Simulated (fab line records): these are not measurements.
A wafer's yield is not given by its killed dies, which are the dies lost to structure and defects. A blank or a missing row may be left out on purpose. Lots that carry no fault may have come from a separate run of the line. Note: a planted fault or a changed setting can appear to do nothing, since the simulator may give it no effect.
The tool behind it: which one? || flow berkeley-cmos170 || Sampling: 14 lots, 42 wafers, 4 of 331 route steps

WHAT THE GAUGES READ, wafer by wafer
UCB170_NLDD_CD_MEAS_06 targets a cd of 1200 nm.
{"lot": "L184", "measured": "day 6 19:53", "on": "cd-sem-01", "cd-nm (nm)": "1201.5 1200.7 1201.0"}
{"lot": "L183", "measured": "day 6 20:12", "on": "cd-sem-02", "cd-nm (nm)": "1201.5 1201.6 1200.0"}
{"lot": "L186", "measured": "day 7 09:36", "on": "cd-sem-02", "cd-nm (nm)": "1198.7 1200.5 1199.9"}
{"lot": "L185", "measured": "day 7 10:17", "on": "cd-sem-02", "cd-nm (nm)": "1197.2 1196.9 1197.2"}
{"lot": "L187", "measured": "day 7 19:08", "on": "cd-sem-02", "cd-nm (nm)": "1198.0 1198.8 1195.9"}
{"lot": "L189", "measured": "day 8 10:58", "on": "cd-sem-02", "cd-nm (nm)": "1200.7 1200.4 1200.7"}
{"lot": "L188", "measured": "day 8 11:26", "on": "cd-sem-02", "cd-nm (nm)": "1198.4 1197.8 1197.9"}
{"lot": "L190", "measured": "day 8 16:20", "on": "cd-sem-01", "cd-nm (nm)": "1199.9 1199.5 1199.9"}
{"lot": "L192", "measured": "day 9 04:16", "on": "cd-sem-01", "cd-nm (nm)": "1200.7 1198.6 1200.4"}
{"lot": "L196", "measured": "day 9 18:48", "on": "cd-sem-02", "cd-nm (nm)": "1200.2 1200.1 1199.7"}
{"lot": "L199", "measured": "day 10 08:33", "on": "cd-sem-02", "cd-nm (nm)": "1199.5 1198.5 1200.5"}
{"lot": "L201", "measured": "day 10 22:20", "on": "cd-sem-01", "cd-nm (nm)": "1201.5 1200.1 1200.7"}
{"lot": "L203", "measured": "day 11 02:19", "on": "cd-sem-01", "cd-nm (nm)": "1200.4 1200.6 1200.4"}
{"lot": "L202", "measured": "day 11 07:55", "on": "cd-sem-01", "cd-nm (nm)": "1201.6 1200.2 1199.8"}

UCB170_PSD_OVL_MEAS_07.
{"lot": "L184", "measured": "day 7 04:01", "on": "overlay-02", "PSD_OVL (nm)": "4 -2 3"}
{"lot": "L183", "measured": "day 7 04:11", "on": "overlay-01", "PSD_OVL (nm)": "-1 -5 0"}
{"lot": "L186", "measured": "day 7 18:10", "on": "overlay-02", "PSD_OVL (nm)": "3 -1 -2"}
{"lot": "L185", "measured": "day 7 17:54", "on": "overlay-02", "PSD_OVL (nm)": "-6 -3 -7"}
{"lot": "L187", "measured": "day 8 01:41", "on": "overlay-01", "PSD_OVL (nm)": "7 -1 4"}
{"lot": "L189", "measured": "day 8 19:23", "on": "overlay-01", "PSD_OVL (nm)": "2 0 -2"}
{"lot": "L188", "measured": "day 8 19:40", "on": "overlay-01", "PSD_OVL (nm)": "2 5 8"}
{"lot": "L190", "measured": "day 9 01:22", "on": "overlay-01", "PSD_OVL (nm)": "1 14"}
{"lot": "L192", "measured": "day 9 11:22", "on": "overlay-02", "PSD_OVL (nm)": "1 -2"}
{"lot": "L196", "measured": "day 10 02:07", "on": "overlay-02", "PSD_OVL (nm)": "1 0 2"}
{"lot": "L199", "measured": "day 10 15:44", "on": "overlay-02", "PSD_OVL (nm)": "0 1 1"}
{"lot": "L201", "measured": "day 11 04:12", "on": "overlay-01", "PSD_OVL (nm)": "-5 3 -2"}
{"lot": "L203", "measured": "day 11 10:01", "on": "overlay-02", "PSD_OVL (nm)": "1 -6 -2"}
{"lot": "L202", "measured": "day 11 15:20", "on": "overlay-02", "PSD_OVL (nm)": "8 -3 -1"}

TOOL THAT RAN EACH LOT (tool first, then ch and the chambers of the sampled wafers, then the start)
{"lot": "L184", "UCB170_NLDD_STRIP_10": "plasma-asher-02 ch 0,1, day 6 20:20", "UCB170_SPACER_ETCHBACK_03": "rie-diel-02 ch 0,1,3, day 7 02:41"}
{"lot": "L183", "UCB170_NLDD_STRIP_10": "plasma-asher-04 ch 0,1, day 6 20:39", "UCB170_SPACER_ETCHBACK_03": "rie-diel-03 ch 0,1,3, day 7 02:41"}
{"lot": "L186", "UCB170_NLDD_STRIP_10": "plasma-asher-02 ch 0,1, day 7 10:04", "UCB170_SPACER_ETCHBACK_03": "rie-diel-04 ch 1,2,3, day 7 16:49"}
{"lot": "L185", "UCB170_NLDD_STRIP_10": "plasma-asher-03 ch 0,1, day 7 10:44", "UCB170_SPACER_ETCHBACK_03": "rie-diel-02 ch 0,1, day 7 16:49"}
{"lot": "L187", "UCB170_NLDD_STRIP_10": "plasma-asher-04 ch 0,1, day 7 19:34", "UCB170_SPACER_ETCHBACK_03": "rie-diel-03 ch 0,3, day 8 00:35"}
{"lot": "L189", "UCB170_NLDD_STRIP_10": "plasma-asher-02 ch 1, day 8 11:25", "UCB170_SPACER_ETCHBACK_03": "rie-diel-03 ch 0,2,3, day 8 17:47"}
{"lot": "L188", "UCB170_NLDD_STRIP_10": "plasma-asher-03 ch 1, day 8 11:53", "UCB170_SPACER_ETCHBACK_03": "rie-diel-02 ch 0,1, day 8 17:47"}
{"lot": "L190", "UCB170_NLDD_STRIP_10": "plasma-asher-04 ch 0,1, day 8 16:47", "UCB170_SPACER_ETCHBACK_03": "rie-diel-02 ch 0,1,2, day 8 23:54"}
{"lot": "L192", "UCB170_NLDD_STRIP_10": "plasma-asher-04 ch 1, day 9 04:41", "UCB170_SPACER_ETCHBACK_03": "rie-diel-02 ch 0,2,3, day 9 10:05"}
{"lot": "L196", "UCB170_NLDD_STRIP_10": "plasma-asher-03 ch 0,1, day 9 19:15", "UCB170_SPACER_ETCHBACK_03": "rie-diel-03 ch 0,1,3, day 10 00:10"}
{"lot": "L199", "UCB170_NLDD_STRIP_10": "plasma-asher-02 ch 0,1, day 10 09:00", "UCB170_SPACER_ETCHBACK_03": "rie-diel-03 ch 0,2,3, day 10 14:00"}
{"lot": "L201", "UCB170_NLDD_STRIP_10": "plasma-asher-04 ch 0,1, day 10 22:47", "UCB170_SPACER_ETCHBACK_03": "rie-diel-03 ch 0,1, day 11 02:55"}
{"lot": "L203", "UCB170_NLDD_STRIP_10": "plasma-asher-02 ch 0,1, day 11 02:47", "UCB170_SPACER_ETCHBACK_03": "rie-diel-04 ch 1,2,3, day 11 08:03"}
{"lot": "L202", "UCB170_NLDD_STRIP_10": "plasma-asher-03 ch 0,1, day 11 08:20", "UCB170_SPACER_ETCHBACK_03": "rie-diel-03 ch 0,1, day 11 14:03"}
- UCB170_NLDD_STRIP_10: strips in O2.
- UCB170_SPACER_ETCHBACK_03: etches SiO2 in CHF3/CF4/Ar, stops on Si, target depth 376 nm, time 100 s.

WHAT THE TOOLS THEMSELVES READ (means of the sampled wafers that have a number; where no wafer has one, the mark that the record gives instead)
UCB170_NLDD_STRIP_10.
{"lot": "L184", "tool": "plasma-asher-02", "drypump-motor-current-A (A)": 5.7, "oes-product-au (a.u.)": 0.734, "strip-time-to-endpoint-s (s)": 21.59}
{"lot": "L183", "tool": "plasma-asher-04", "drypump-motor-current-A (A)": 5.7, "oes-product-au (a.u.)": 0.730, "strip-time-to-endpoint-s (s)": 21.63}
{"lot": "L186", "tool": "plasma-asher-02", "drypump-motor-current-A (A)": 5.6, "oes-product-au (a.u.)": 0.730, "strip-time-to-endpoint-s (s)": 21.57}
{"lot": "L185", "tool": "plasma-asher-03", "drypump-motor-current-A (A)": 6.0, "oes-product-au (a.u.)": 0.734, "strip-time-to-endpoint-s (s)": 21.57}
{"lot": "L187", "tool": "plasma-asher-04", "drypump-motor-current-A (A)": 6.0, "oes-product-au (a.u.)": 0.737, "strip-time-to-endpoint-s (s)": 21.58}
{"lot": "L189", "tool": "plasma-asher-02", "drypump-motor-current-A (A)": 5.5, "oes-product-au (a.u.)": 0.736, "strip-time-to-endpoint-s (s)": 21.65}
{"lot": "L188", "tool": "plasma-asher-03", "drypump-motor-current-A (A)": 5.5, "oes-product-au (a.u.)": 0.734, "strip-time-to-endpoint-s (s)": 21.61}
{"lot": "L190", "tool": "plasma-asher-04", "drypump-motor-current-A (A)": 5.7, "oes-product-au (a.u.)": 0.735, "strip-time-to-endpoint-s (s)": 21.57}
{"lot": "L192", "tool": "plasma-asher-04", "drypump-motor-current-A (A)": 6.4, "oes-product-au (a.u.)": 0.734, "strip-time-to-endpoint-s (s)": 21.62}
{"lot": "L196", "tool": "plasma-asher-03", "drypump-motor-current-A (A)": 6.0, "oes-product-au (a.u.)": 0.736, "strip-time-to-endpoint-s (s)": 21.70}
{"lot": "L199", "tool": "plasma-asher-02", "drypump-motor-current-A (A)": 5.7, "oes-product-au (a.u.)": 0.738, "strip-time-to-endpoint-s (s)": 21.59}
{"lot": "L201", "tool": "plasma-asher-04", "drypump-motor-current-A (A)": 6.1, "oes-product-au (a.u.)": 0.740, "strip-time-to-endpoint-s (s)": 21.71}
{"lot": "L203", "tool": "plasma-asher-02", "drypump-motor-current-A (A)": 5.6, "oes-product-au (a.u.)": 0.736, "strip-time-to-endpoint-s (s)": 21.73}
{"lot": "L202", "tool": "plasma-asher-03", "drypump-motor-current-A (A)": 5.8, "oes-product-au (a.u.)": 0.736, "strip-time-to-endpoint-s (s)": 21.64}

UCB170_SPACER_ETCHBACK_03.
{"lot": "L184", "tool": "rie-diel-02", "drypump-motor-current-A (A)": 5.3, "mfc-ar-sccm (sccm)": 120.0, "oes-product-au (a.u.)": 0.900, "run-length-s (s)": 128.2, "throttle-valve-pct (%)": 6.40}
{"lot": "L183", "tool": "rie-diel-03", "drypump-motor-current-A (A)": 5.8, "mfc-ar-sccm (sccm)": 120.0, "oes-product-au (a.u.)": 0.886, "run-length-s (s)": 128.6, "throttle-valve-pct (%)": 6.36}
{"lot": "L186", "tool": "rie-diel-04", "drypump-motor-current-A (A)": 5.9, "mfc-ar-sccm (sccm)": 120.2, "oes-product-au (a.u.)": 0.889, "run-length-s (s)": 128.1, "throttle-valve-pct (%)": 6.51}
{"lot": "L185", "tool": "rie-diel-02", "drypump-motor-current-A (A)": 5.0, "mfc-ar-sccm (sccm)": 120.5, "oes-product-au (a.u.)": 0.910, "run-length-s (s)": 128.3, "throttle-valve-pct (%)": 6.38}
{"lot": "L187", "tool": "rie-diel-03", "drypump-motor-current-A (A)": 6.0, "mfc-ar-sccm (sccm)": 120.2, "oes-product-au (a.u.)": 0.903, "run-length-s (s)": 128.4, "throttle-valve-pct (%)": 6.38}
{"lot": "L189", "tool": "rie-diel-03", "drypump-motor-current-A (A)": 5.9, "mfc-ar-sccm (sccm)": 119.9, "oes-product-au (a.u.)": 0.893, "run-length-s (s)": 128.6, "throttle-valve-pct (%)": 6.36}
{"lot": "L188", "tool": "rie-diel-02", "drypump-motor-current-A (A)": 4.9, "mfc-ar-sccm (sccm)": 120.1, "oes-product-au (a.u.)": 0.910, "run-length-s (s)": 128.7, "throttle-valve-pct (%)": 6.38}
{"lot": "L190", "tool": "rie-diel-02", "drypump-motor-current-A (A)": 5.0, "mfc-ar-sccm (sccm)": 120.3, "oes-product-au (a.u.)": 0.921, "run-length-s (s)": 120.0, "throttle-valve-pct (%)": 6.36}
{"lot": "L192", "tool": "rie-diel-02", "drypump-motor-current-A (A)": 5.4, "mfc-ar-sccm (sccm)": 120.5, "oes-product-au (a.u.)": 0.926, "run-length-s (s)": 119.8, "throttle-valve-pct (%)": 6.38}
{"lot": "L196", "tool": "rie-diel-03", "drypump-motor-current-A (A)": 5.8, "mfc-ar-sccm (sccm)": 120.0, "oes-product-au (a.u.)": 0.893, "run-length-s (s)": 128.6, "throttle-valve-pct (%)": 6.38}
{"lot": "L199", "tool": "rie-diel-03", "drypump-motor-current-A (A)": 5.9, "mfc-ar-sccm (sccm)": 119.9, "oes-product-au (a.u.)": 0.890, "run-length-s (s)": 128.6, "throttle-valve-pct (%)": 6.36}
{"lot": "L201", "tool": "rie-diel-03", "drypump-motor-current-A (A)": 5.7, "mfc-ar-sccm (sccm)": 120.1, "oes-product-au (a.u.)": 0.908, "run-length-s (s)": 128.6, "throttle-valve-pct (%)": 6.44}
{"lot": "L203", "tool": "rie-diel-04", "drypump-motor-current-A (A)": 5.9, "mfc-ar-sccm (sccm)": 120.0, "oes-product-au (a.u.)": 0.897, "run-length-s (s)": 128.2, "throttle-valve-pct (%)": 6.51}
{"lot": "L202", "tool": "rie-diel-03", "drypump-motor-current-A (A)": 5.5, "mfc-ar-sccm (sccm)": 120.3, "oes-product-au (a.u.)": 0.915, "run-length-s (s)": 128.4, "throttle-valve-pct (%)": 6.43}

THE ANSWER, worked out from the rows above alone
Rule: what is usual is taken from the lots themselves. Put in order of their means at a reading, lots are off if they are a third of the lots or fewer, leave a main group of 4 or more, and stand apart from it by a gap of 3 or more times the standard deviation of the main group's means; of several such gaps the widest counts. If all means in a main group match to the digits the tables above print for the reading, that group is not used. Also off: a lot with no number at a reading for which 4 or more lots have one. Any other lot the step has rows for is counted as sound. Order of review: gauges by route order, followed by the tools' own readings, for which a lot's mean as printed above is used. The first step at which some lot is off is used, and at that step the reading that is off furthest; a lot without a number counts as furthest.
Off, at UCB170_SPACER_ETCHBACK_03 on run-length-s: L190, L192. For the main group the mean is 128.4 s and the standard deviation 0.19.
A tool fits if, at that step or a process step before it, it ran every lot that is off, and no sound lot after the first of them. One fits: rie-diel-02 at UCB170_SPACER_ETCHBACK_03. Its last sound lot is L188 (day 8 17:47), its first lot that is off L190 (day 8 23:54): a fault that began between those two fits.
On the lots that are off, the tool's own readings at UCB170_SPACER_ETCHBACK_03 differ by more than 5 times the standard deviation of the sound lots' means, which bears it out; run-length-s reads 119.9 s there versus 128.4 s on the sound lots.

WHAT WAS PUT IN BY THE SIMULATOR
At UCB170_SPACER_ETCHBACK_03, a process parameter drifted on rie-diel-02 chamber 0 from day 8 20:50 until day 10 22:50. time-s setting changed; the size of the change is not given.
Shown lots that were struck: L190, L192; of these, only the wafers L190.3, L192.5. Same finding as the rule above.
